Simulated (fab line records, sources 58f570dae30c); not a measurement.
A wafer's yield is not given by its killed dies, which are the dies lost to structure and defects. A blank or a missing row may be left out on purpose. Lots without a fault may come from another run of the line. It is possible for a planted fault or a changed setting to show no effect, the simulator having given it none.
A single fault, viewed from 2 desks ; flow berkeleyCmos170 ; numbers are kept per desk, each desk with only its own; the story behind them comes last

== AT THE TOOL OWNER'S DESK: pecvd-02 ==
The tool's own readings at UCB170_SPACER_CVD_00 (deposits SiO2 from TEOS/O2, target thk 376 nm, time 47 s): means of the sampled wafers that have a number, for each lot that ran on this tool. The brackets show how far a lot's mean lies from the usual mean; more than 4 standard deviations puts the lot out of limits, marked OUT.
Columns: A = heaterPowerW at UCB170_SPACER_CVD_00, usual 266 W
lot;first seen here;A
L378;day 7 07:08;338
L379;day 7 08:09;294
L384;day 8 14:35;296
L396;day 11 04:28;291
L397;day 11 05:40;254
This desk found nothing out of limits on any of the 5 lots.

== AT THE METROLOGY DESK ==
Lot by lot, what the gauges showed, no matter which tool ran the lot: averages of those sampled wafers that carry a number. The brackets show how far a lot's mean lies from the usual mean; more than 4 standard deviations puts the lot out of limits, marked OUT.
Columns: A = GATE_OVL at UCB170_GATE_OVL_MEAS_13, usual -2 nm; B = SPACER_TEOS_THK at UCB170_SPACER_THK_MEAS_01, usual 374 nm; C = V1_BOW at UCB170_V1_BOW_MEAS_03, usual 19 um
lot;first seen here;A;B;C
L376;day 6 17:46;0;369;19
L378;day 7 00:18;-3;380;25
L379;day 7 00:32;-4;378;15
L377;day 7 00:47;4;371;24
L382;day 7 21:56;-5;371;9
L380;day 7 22:14;-2;376;15
L386;day 8 09:01;-2;375;16
L384;day 8 09:16;-4;377;17
L383;day 8 09:31;5;373;17
L385;day 8 09:33;-2;375;21
L389;day 9 09:52;2;374;15
L391;day 9 10:10;3;375;12
L396;day 10 22:29;5;416 (+9.2) OUT;28
L397;day 10 22:36;4;417 (+9.4) OUT;16
This desk finds L396, L397 out of limits, with the earliest case on L396 at day 11 04:32 (SPACER_TEOS_THK at UCB170_SPACER_THK_MEAS_01). In limits: L376, L378, L379, L377, L382, L380, L386, L384, L383, L385, L389, L391.

== ALL TOGETHER ==
L396, L397 would have let the metrology desk raise an alarm at day 11 04:32.
Nothing out of limits was seen by the tool owner's desk.
The tool owner's desk has L396, L397 on record, within its limits.
On pecvd-02, each named lot ran UCB170_SPACER_CVD_00.

== WHAT WAS PUT IN BY THE SIMULATOR ==
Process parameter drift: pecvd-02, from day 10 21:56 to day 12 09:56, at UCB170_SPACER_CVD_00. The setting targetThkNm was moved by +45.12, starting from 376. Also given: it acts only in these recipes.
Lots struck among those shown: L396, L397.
Hours from the fault's start to each desk's first reading out of limits: the metrology desk, 7.
